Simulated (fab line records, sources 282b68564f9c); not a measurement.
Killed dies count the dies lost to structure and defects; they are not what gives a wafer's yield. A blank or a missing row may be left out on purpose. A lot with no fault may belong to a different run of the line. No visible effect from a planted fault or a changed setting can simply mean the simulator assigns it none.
fab line records    flow rit_cmos
[record] lots = 6  wafers = 18  last_day = 7
route steps=202 shown PSD@150 SDANNEAL@153 NSD@158 PLDD@159 NLDD@160 SILICIDE@161 M1@202
lots that met no fault: from a run of the same line without faults
start_h: hours from the record's first day to the start of the lot's first wafer shown    wait_h: hours elapsed since this lot's preceding step    " repeats the value in the row above    L1.1+2: a row that stands for several wafers    - value missing, or start not given    * or withheld: withheld    < > ~ a bound
route shown NAME@n: a module of which the file shows steps, and the number in the route of the first    usual: mean/standard deviation of fault-free wafers    same: alike in all rows    chamber/n: place in a boat    sites: each site's reading    _std_site: the values' standard deviation    _edge_site: inner sites' mean taken away from outer sites' mean    radius_mm: for every site, how far away it sits from the centre of the wafer    mask NAME#n: copy n    behind: the most recent tool/chamber to have shaped the wafer    hold: cause of the lot's hold/its duration in hours/its outcome    device: the n, p or np transistor that did not switch    end of line: tests run on the same wafers once the route is complete    a step with no rows: only its recipe    killed: not the wafer's yield, but the dies lost to structure and defects at the first sort    map: the dies of a wafer, with x for killed, . for not killed, _ for no die there
set.NAME: the setting the step ran with; set.NAME@STEP: the setting that earlier step ran with    model.NAME: the simulator's own value behind a step, which no gauge read
lots at selected steps of the route; one table per step, one row per wafer
services: the hour from which a tool's chamber was out of use, counted from the record's first day as start_h (under 0 if before that day), plus the number of hours and why
[[steps]]
[step RIT_PSD_IMPLANT_08]
[recipe] species = BF2  energy_kev = 27  dose_cm2 = 5e+15  tilt_deg = 7
[step RIT_PSD_STRIP_09]
[recipe] chemistry = O2  time_s = 180  resist = NOVOLAK  platen_temp_c = withheld  power_w = 500  pressure_mtorr = 4000  o2_flow_sccm = 4000
[usual] drypump_motor_current_A = 5.70/0.26  o2_flow_sccm = 4001/11  rf_refl_power_W = 6.9/0.97
lot.wafer  tool             chamber  start_h  wait_h  drypump_motor_current_A  o2_flow_sccm  rf_hours_counter_h  rf_refl_power_W
L105.1     plasma_asher-01  0        66.50    0.1     5.63                     4016          24                  7.1
L105.4     "                1        "        "       5.68                     3994          -                   6.6
L105.5     "                1        "        "       5.70                     3998          -                   6.4
L108.2     plasma_asher-03  1        79.69    0.1     5.68                     4010          43                  7.6
L108.4     "                1        "        "       5.68                     4010          -                   7.5
L108.5     "                0        "        "       6.03                     3997          -                   4.9
L111.3     plasma_asher-01  0        99.11    0.1     5.64                     3985          -                   7.0
L111.5     "                0        "        "       5.62                     3982          -                   7.0
L111.6     "                1        "        "       5.67                     4019          -                   6.4
L113.2     plasma_asher-01  0        114.58   0.1     5.63                     3999          30                  7.1
L113.3     "                0        "        "       5.63                     3994          -                   7.1
L113.6     "                1        "        "       5.65                     3973          -                   6.5
L118.1     plasma_asher-02  1        138.44   0.1     5.26                     4008          2                   7.8
L118.3     "                1        "        "       5.22                     4003          -                   7.8
L118.5     "                0        "        "       6.05                     3993          -                   8.1
L119.1     plasma_asher-03  0        149.13   0.1     6.02                     4005          51                  5.1
L119.2     "                1        "        "       5.68                     3985          51                  7.6
L119.5     "                0        "        "       6.00                     3981          -                   5.0
[step RIT_PSD_TW_MEAS_10]
[usual] PSD_TW = 3417/31
lot.wafer  tool           chamber  start_h  wait_h  PSD_TW
L105.1     film_metro-02  -        66.67    0.1     3356
L105.4     "              -        "        "       3376
L105.5     "              -        "        "       3362
L108.2     film_metro-03  -        79.88    0.1     3446
L108.4     "              -        "        "       3452
L108.5     "              -        "        "       3435
L111.3     film_metro-03  -        99.25    0.1     3461
L111.5     "              -        "        "       3476
L111.6     "              -        "        "       3438
L113.2     film_metro-01  -        114.76   0.1     3395
L113.3     "              -        "        "       3421
L113.6     "              -        "        "       3392
L118.1     film_metro-03  -        138.61   0.1     3421
L118.3     "              -        "        "       3422
L118.5     "              -        "        "       3429
L119.1     film_metro-01  -        149.31   0.1     3386
L119.2     "              -        "        "       3388
L119.5     "              -        "        "       3389
[step RIT_SDANNEAL_CLEAN_00]
[recipe] chemistry = SC1  mix = 3:3:50  time_s = 600  temp_c = 75
[step RIT_SDANNEAL_CLEAN_01]
[recipe] chemistry = dHF  dilution = 50:1  time_s = 30
[step RIT_SDANNEAL_CLEAN_02]
[recipe] chemistry = SC2  mix = 3:3:50  time_s = 600  temp_c = 75  dry = n2_spin
[step RIT_SDANNEAL_RTA_03]
[recipe] temp_c = 1050  time_s = 5  idle_temp_c = 600  ramp_up_c_per_s = 342  ramp_down_c_per_s = 171  cool_to_c = 600  ambient = N2
[usual] wafer_temp_C_max = 1053.5/1.1
lot.wafer  tool           chamber  start_h  wait_h  wafer_temp_C_max
L105.1     rtp_anneal-02  0        67.10    0.0     1052.5
L105.4     "              0        "        "       1053.4
L105.5     "              0        "        "       1053.3
L108.2     rtp_anneal-01  0        80.31    0.0     1054.2
L108.4     "              0        "        "       1053.8
L108.5     "              0        "        "       1055.8
L111.3     rtp_anneal-02  0        99.68    0.0     1051.5
L111.5     "              0        "        "       1054.7
L111.6     "              0        "        "       1052.9
L113.2     rtp_anneal-02  0        115.19   0.0     1052.4
L113.3     "              0        "        "       1052.5
L113.6     "              0        "        "       1051.7
L118.1     rtp_anneal-01  0        139.06   0.0     1052.7
L118.3     "              0        "        "       1052.5
L118.5     "              0        "        "       1056.1
L119.1     rtp_anneal-01  0        149.75   0.0     1051.8
L119.2     "              0        "        "       1054.5
L119.5     "              0        "        "       1053.1
[step RIT_SDANNEAL_RS_MEAS_04]
[recipe] thk_meas_gauge = four-point-probe
[usual] PSD_RS = 115.90/0.29
lot.wafer  tool           chamber  start_h  wait_h  PSD_RS[ohm/sq]
L105.1     film_metro-03  -        67.16    0.0     115.49
L105.4     "              -        "        "       115.45
L105.5     "              -        "        "       115.26
L108.2     film_metro-03  -        80.43    0.1     116.00
L108.4     "              -        "        "       115.43
L108.5     "              -        "        "       115.61
L111.3     film_metro-02  -        99.76    0.1     115.79
L111.5     "              -        "        "       115.70
L111.6     "              -        "        "       115.87
L113.2     film_metro-03  -        115.26   0.1     115.62
L113.3     "              -        "        "       115.83
L113.6     "              -        "        "       115.61
L118.1     film_metro-03  -        139.11   0.0     116.18
L118.3     "              -        "        "       115.55
L118.5     "              -        "        "       115.77
L119.1     film_metro-01  -        149.81   0.0     116.13
L119.2     "              -        "        "       116.34
L119.5     "              -        "        "       116.40
[step RIT_SDANNEAL_RS_MEAS_05]
[recipe] thk_meas_gauge = four-point-probe
[usual] NSD_RS = 84.50/0.28
lot.wafer  tool           chamber  start_h  wait_h  NSD_RS[ohm/sq]
L105.1     film_metro-03  -        67.28    0.1     84.01
L105.4     "              -        "        "       83.99
L105.5     "              -        "        "       84.07
L108.2     film_metro-03  -        80.55    0.1     84.46
L108.4     "              -        "        "       84.24
L108.5     "              -        "        "       84.49
L111.3     film_metro-02  -        99.88    0.1     84.50
L111.5     "              -        "        "       84.71
L111.6     "              -        "        "       84.80
L113.2     film_metro-03  -        115.38   0.1     84.35
L113.3     "              -        "        "       84.63
L113.6     "              -        "        "       84.59
L118.1     film_metro-03  -        139.23   0.1     84.22
L118.3     "              -        "        "       84.37
L118.5     "              -        "        "       84.69
L119.1     film_metro-01  -        149.93   0.1     84.50
L119.2     "              -        "        "       84.90
L119.5     "              -        "        "       84.46
[step RIT_SDANNEAL_RS_MEAS_06]
[recipe] thk_meas_gauge = four-point-probe
[usual] PLDD_RS = 178.6/0.5
lot.wafer  tool           chamber  start_h  wait_h  PLDD_RS[ohm/sq]
L105.1     film_metro-03  -        67.40    0.1     178.4
L105.4     "              -        "        "       178.3
L105.5     "              -        "        "       177.9
L108.2     film_metro-03  -        80.67    0.1     178.3
L108.4     "              -        "        "       177.6
L108.5     "              -        "        "       177.5
L111.3     film_metro-02  -        100.00   0.1     178.2
L111.5     "              -        "        "       178.0
L111.6     "              -        "        "       177.9
L113.2     film_metro-03  -        115.50   0.1     178.9
L113.3     "              -        "        "       178.8
L113.6     "              -        "        "       179.1
L118.1     film_metro-03  -        139.35   0.1     178.9
L118.3     "              -        "        "       178.3
L118.5     "              -        "        "       179.0
L119.1     film_metro-01  -        150.05   0.1     178.8
L119.2     "              -        "        "       179.5
L119.5     "              -        "        "       179.1
[step RIT_SDANNEAL_RS_MEAS_07]
[recipe] thk_meas_gauge = four-point-probe
[usual] NLDD_RS = 151.6/0.48
lot.wafer  tool           chamber  start_h  wait_h  NLDD_RS[ohm/sq]
L105.1     film_metro-03  -        67.52    0.1     151.5
L105.4     "              -        "        "       152.1
L105.5     "              -        "        "       151.6
L108.2     film_metro-03  -        80.79    0.1     152.3
L108.4     "              -        "        "       152.0
L108.5     "              -        "        "       152.5
L111.3     film_metro-02  -        100.12   0.1     151.9
L111.5     "              -        "        "       151.9
L111.6     "              -        "        "       152.3
L113.2     film_metro-03  -        115.62   0.1     151.5
L113.3     "              -        "        "       151.0
L113.6     "              -        "        "       151.1
L118.1     film_metro-03  -        139.47   0.1     151.2
L118.3     "              -        "        "       150.7
L118.5     "              -        "        "       150.0
L119.1     film_metro-01  -        150.17   0.1     151.2
L119.2     "              -        "        "       150.6
L119.5     "              -        "        "       151.9
[step RIT_SILICIDE_WET_ETCH_00]
[recipe] chemistry = BOE  target = SiO2  target_depth_nm = 14  time_s = 15  dry = n2_spin  dilution = 10:1  temp_c = 21.5
[step RIT_SILICIDE_SPUTTER_01]
[recipe] material = Ti  target_thk_nm = 30  power_w = 350  chamber_pressure_pa = 0.667  gas = Ar  time_s = 240  substrate_temp_c = 25
[usual] cathode_dc_power_W = 350.00/0.064  throttle_valve_pct = 29.9/1.4
lot.wafer  tool            chamber  start_h  wait_h  cathode_dc_power_W  throttle_valve_pct  model.Ti_of_SILICIDE_SPUTTER_01.thk_nm
L105.1     pvd_sputter-02  -        67.65    0.0     350.03              27.4                29.85
L105.4     "               -        "        "       350.05              31.3                29.9
L105.5     "               -        "        "       349.94              31.4                30.08
L108.2     pvd_sputter-02  -        80.90    0.0     350.02              31.5                29.78
L108.4     "               -        "        "       350.09              27.2                30.45
L108.5     "               -        "        "       350.01              31.1                29.68
L111.3     pvd_sputter-02  -        100.21   0.0     350.09              27.4                35.35
L111.5     "               -        "        "       350.03              27.2                35.04
L111.6     "               -        "        "       349.90              31.6                30.27
L113.2     pvd_sputter-02  -        115.73   0.0     350.03              27.1                35.07
L113.3     "               -        "        "       350.04              31.2                29.44
L113.6     "               -        "        "       350.03              27.3                34.98
L118.1     pvd_sputter-03  -        139.61   0.0     350.12              29.6                30.16
L118.3     "               -        "        "       350.04              30.5                30.47
L118.5     "               -        "        "       350.05              29.2                30.22
L119.1     pvd_sputter-01  -        150.30   0.0     349.99              29.0                30.18
L119.2     "               -        "        "       350.01              31.3                29.81
L119.5     "               -        "        "       349.93              29.1                30.18
[step RIT_SILICIDE_RS_MEAS_02]
[recipe] thk_meas_gauge = four-point-probe  reads = Ti_of_SILICIDE_SPUTTER_01
[usual] SILICIDE_TI_RS = 47.9/0.58
lot.wafer  tool           chamber  start_h  wait_h  SILICIDE_TI_RS[ohm/sq]
L105.1     film_metro-01  -        67.80    0.1     48.2
L105.4     "              -        "        "       48.1
L105.5     "              -        "        "       47.6
L108.2     film_metro-04  -        81.07    0.1     48.3
L108.4     "              -        "        "       46.9
L108.5     "              -        "        "       48.5
L111.3     film_metro-04  -        100.40   0.1     39.0
L111.5     "              -        "        "       39.4
L111.6     "              -        "        "       47.3
L113.2     film_metro-04  -        115.90   0.1     39.4
L113.3     "              -        "        "       49.0
L113.6     "              -        "        "       39.5
L118.1     film_metro-04  -        139.76   0.1     47.5
L118.3     "              -        "        "       46.9
L118.5     "              -        "        "       47.5
L119.1     film_metro-01  -        150.45   0.1     47.4
L119.2     "              -        "        "       48.3
L119.5     "              -        "        "       47.5
[step RIT_SILICIDE_THK_MEAS_03]
[recipe] thk_meas_gauge = xrf  reads = Ti_of_SILICIDE_SPUTTER_01
[usual] SILICIDE_TI_THK = 30.6/0.33
lot.wafer  tool           chamber  start_h  wait_h  SILICIDE_TI_THK[nm]
L105.1     film_metro-01  -        67.92    0.1     30.4
L105.4     "              -        "        "       30.6
L105.5     "              -        "        "       30.7
L108.2     film_metro-04  -        81.18    0.1     30.4
L108.4     "              -        "        "       31.1
L108.5     "              -        "        "       30.4
L111.3     film_metro-04  -        100.50   0.1     36.3
L111.5     "              -        "        "       35.6
L111.6     "              -        "        "       31.1
L113.2     film_metro-04  -        116.01   0.1     35.9
L113.3     "              -        "        "       30.2
L113.6     "              -        "        "       35.7
L118.1     film_metro-04  -        139.88   0.1     30.6
L118.3     "              -        "        "       31.1
L118.5     "              -        "        "       30.6
L119.1     film_metro-01  -        150.57   0.1     30.8
L119.2     "              -        "        "       30.4
L119.5     "              -        "        "       30.8
[step RIT_SILICIDE_RTA_04]
[recipe] temp_c = 650  time_s = 10  idle_temp_c = 25  ramp_up_s = 5  ramp_down_s = 5  cool_to_c = 25  ambient = N2
[usual] wafer_temp_C_max = 654.1/1.2
lot.wafer  tool           chamber  start_h  wait_h  wafer_temp_C_max
L105.1     rtp_anneal-01  0        67.98    0.1     652.7
L105.4     "              0        "        "       652.2
L105.5     "              0        "        "       652.7
L108.2     rtp_anneal-02  0        81.24    0.1     655.4
L108.4     "              0        "        "       654.0
L108.5     "              0        "        "       655.7
L111.3     rtp_anneal-01  0        100.56   0.1     654.2
L111.5     "              0        "        "       652.7
L111.6     "              0        "        "       655.1
L113.2     rtp_anneal-01  0        116.07   0.1     653.7
L113.3     "              0        "        "       653.8
L113.6     "              0        "        "       653.4
L118.1     rtp_anneal-02  0        139.94   0.1     654.4
L118.3     "              0        "        "       653.7
L118.5     "              0        "        "       654.9
L119.1     rtp_anneal-02  0        150.63   0.1     655.8
L119.2     "              0        "        "       656.8
L119.5     "              0        "        "       654.3
[step RIT_M1_PROBE_99]
[usual] killed_at_front_end = 7/3.1  killed_dies = 7/3.1  killed_open = 3.3/2  killed_short = 3.6/1.9
[same] gross_dies = 264  killed_at_M0_to_M3 = 0  killed_at_M4_up = 0  killed_at_back_side = 0  killed_at_contacts = 0  killed_at_other = 0
lot.wafer  tool       chamber  start_h  wait_h  killed_at_front_end  killed_dies  killed_open  killed_short  model.etest.npoly_line.line_ohm_um  model.etest.ppoly_line.line_ohm_um  model.etest.contact_pplus.end_ohm_um  model.etest.contact_nplus.end_ohm_um  model.etest.ppoly_line.width_nm  model.etest.npoly_line.width_nm  model.etest.npoly_line.rs_ohm_sq  model.etest.ppoly_line.rs_ohm_sq
L105.1     prober-01  -        74.41    0.1     7                    7            2            5             163.9                               156.2                               43.79                                 40.28                                 104.7                            104.5                            16.98                             16.35
L105.4     prober-01  -        74.56    0.2     3                    3            1            2             167.4                               160.5                               44.96                                 41.41                                 103.2                            102.4                            17.11                             16.59
L105.5     prober-01  -        74.61    0.2     5                    5            2            3             164.7                               157.3                               44.86                                 40.99                                 105.1                            104.4                            17                                16.4
L108.2     prober-02  -        88.11    0.1     9                    9            5            4             172.8                               167.2                               42.68                                 40.89                                 99.21                            99.13                            17.05                             16.59
L108.4     prober-02  -        88.21    0.2     12                   12           7            5             172.5                               165.8                               44.3                                  41.17                                 99.14                            98.25                            16.85                             16.22
L108.5     prober-02  -        88.26    0.2     7                    7            3            4             171.9                               163.1                               42.1                                  41.78                                 100.7                            99.73                            17.02                             16.63
L111.3     prober-01  -        108.09   0.2     3                    3            1            2             151.5                               149.9                               53.42                                 48.7                                  99.59                            98.74                            15.16                             14.71
L111.5     prober-01  -        108.19   0.2     3                    3            1            2             157.6                               148.7                               53.2                                  49.62                                 97.98                            97.57                            15.24                             14.79
L111.6     prober-01  -        108.24   0.2     5                    5            2            3             169.3                               161.2                               44.4                                  42.09                                 101.8                            100.6                            16.88                             16.55
L113.2     prober-01  -        122.77   0.1     0                    0            0            0             157.6                               154.5                               50.44                                 50.07                                 96.9                             95.94                            15.27                             14.98
L113.3     prober-01  -        122.82   0.2     11                   11           8            3             176.5                               167.8                               42.16                                 38.99                                 99.81                            99.2                             17.52                             16.84
L113.6     prober-01  -        122.97   0.2     4                    4            4            0             161.4                               158.2                               49.98                                 48.41                                 95.63                            95.42                            15.37                             15.07
L118.1     prober-02  -        146.73   0.1     5                    5            3            2             164.9                               160.6                               44.77                                 40.91                                 102.1                            100.9                            16.94                             16.44
L118.3     prober-02  -        146.83   0.2     4                    4            2            2             164.7                               158.9                               45.61                                 41                                    103.1                            102.9                            16.88                             16.37
L118.5     prober-02  -        146.93   0.2     5                    5            4            1             165.9                               163.4                               45.5                                  42.22                                 101.9                            100.6                            16.8                              16.57
L119.1     prober-02  -        157.24   0.1     6                    6            1            5             174                                 170.7                               44.47                                 43.87                                 97.25                            97.36                            17.03                             16.56
L119.2     prober-02  -        157.29   0.1     7                    7            2            5             171.1                               163.3                               45.2                                  42.67                                 101                              100.9                            17.01                             16.54
L119.5     prober-02  -        157.44   0.2     5                    5            3            2             168.1                               160.3                               44.96                                 43.58                                 101.5                            100.6                            16.97                             16.39
// killed by level:class
L105.1 FOX1:geometric_particle:short=2 GATE:geometric_particle:short=2 FOX1:geometric_particle:open=1 REOX:geometric_particle:open=1 SPACER:geometric_particle:short=1
L105.4 FOX1:geometric_particle:short=1 GATE:geometric_particle:short=1 GATE:geometric_particle:open=1
L105.5 SILICIDE:geometric_particle:short=2 FOX1:geometric_particle:open=1 REOX:geometric_particle:short=1 SILICIDE:geometric_particle:open=1
L108.2 GATE:geometric_particle:open=2 GATE:geometric_particle:short=2 SPACER:geometric_particle:open=2 FOX1:geometric_particle:short=1 FOX1:geometric_particle:open=1 SPACER:geometric_particle:short=1
L108.4 SPACER:geometric_particle:open=3 FOX2:geometric_particle:open=2 GATE:geometric_particle:open=2 SPACER:geometric_particle:short=2 FOX1:geometric_particle:short=1 FOX2:geometric_particle:short=1 GATE:geometric_particle:short=1
L108.5 GATE:geometric_particle:open=2 SPACER:geometric_particle:short=2 FOX2:geometric_particle:open=1 GATE:geometric_particle:short=1 SILICIDE:geometric_particle:short=1
L111.3 GATE:geometric_particle:short=1 SPACER:geometric_particle:short=1 SPACER:geometric_particle:open=1
L111.5 REOX:geometric_particle:short=1 SPACER:geometric_particle:short=1 SPACER:geometric_particle:open=1
L111.6 REOX:geometric_particle:short=2 FOX1:geometric_particle:open=1 FOX2:geometric_particle:open=1 SPACER:geometric_particle:short=1
L113.2
L113.3 REOX:geometric_particle:open=3 GATE:geometric_particle:open=2 SILICIDE:geometric_particle:open=2 SILICIDE:geometric_particle:short=2 FOX1:geometric_particle:open=1 GATE:geometric_particle:short=1
L113.6 SILICIDE:geometric_particle:open=2 FOX1:geometric_particle:open=1 REOX:geometric_particle:open=1
L118.1 GATE:geometric_particle:open=2 FOX2:geometric_particle:short=1 REOX:geometric_particle:short=1 SILICIDE:geometric_particle:open=1
L118.3 FOX1:geometric_particle:open=1 FOX2:geometric_particle:short=1 GATE:geometric_particle:open=1 SPACER:geometric_particle:short=1
L118.5 REOX:geometric_particle:open=2 GATE:geometric_particle:open=1 GATE:geometric_particle:short=1 SILICIDE:geometric_particle:open=1
L119.1 GATE:geometric_particle:short=3 FOX1:geometric_particle:short=2 GATE:geometric_particle:open=1
L119.2 GATE:geometric_particle:short=2 FOX1:geometric_particle:open=1 FOX2:geometric_particle:short=1 GATE:geometric_particle:open=1 REOX:geometric_particle:short=1 SPACER:geometric_particle:short=1
L119.5 FOX1:geometric_particle:short=2 REOX:geometric_particle:open=2 FOX2:geometric_particle:open=1
[[services]]
tool             chamber  start_h  hours  kind
plasma_asher-01  -        50.84    2.4    repair
pvd_sputter-02   -        70.61    3.0    repair
plasma_asher-03  -        92.75    3.4    repair
plasma_asher-01  -        102.78   0.8    repair
plasma_asher-02  -        108.75   9.0    pm
plasma_asher-02  0        108.75   9.0    vent_cycle
plasma_asher-02  1        108.75   9.0    vent_cycle
plasma_asher-02  0        117.75   -      clean
plasma_asher-02  1        117.75   -      clean
pvd_sputter-01   -        132.71   15.2   repair
plasma_asher-03  -        150.50   1.7    repair
[[key]]
[first_sign] step = RIT_SILICIDE_RS_MEAS_02  reading = SILICIDE_TI_RS  direction = down  sigmas = 15  usual = 47.9  struck = 39.3
[effect] step = RIT_SILICIDE_THK_MEAS_03  reading = SILICIDE_TI_THK  direction = up  sigmas = 16  usual = 30.6  struck = 35.9
[model_effect] step = RIT_SILICIDE_SPUTTER_01  value = Ti_of_SILICIDE_SPUTTER_01.thk_nm  without = 30.01  struck = 35.11
[model_effect] step = RIT_M1_PROBE_99  value = etest.npoly_line.line_ohm_um  without = 169.5  struck = 157
met_at RIT_SILICIDE_SPUTTER_01
struck_wafers L111.3,L111.5,L113.2,L113.6
tester_left_out L111,L113
onset_between 80.90 100.21
[fault] kind = process_parameter_drift  tool = pvd_sputter-02  chamber = -  onset_h = 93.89  steps = RIT_SILICIDE_SPUTTER_01  channel = target_thk_nm  offset = 5.1011  shape = step  end_h = 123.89  stated = 30  scope = struck_wafers_only
// tester_left_out: of these lots the tester's yield and bins aren't shown, on N5 and GAA mostly nor the transistor test; their killed dies are dies lost to structure and defects alone, not to doping, threshold or leakage, so they don't give the yield
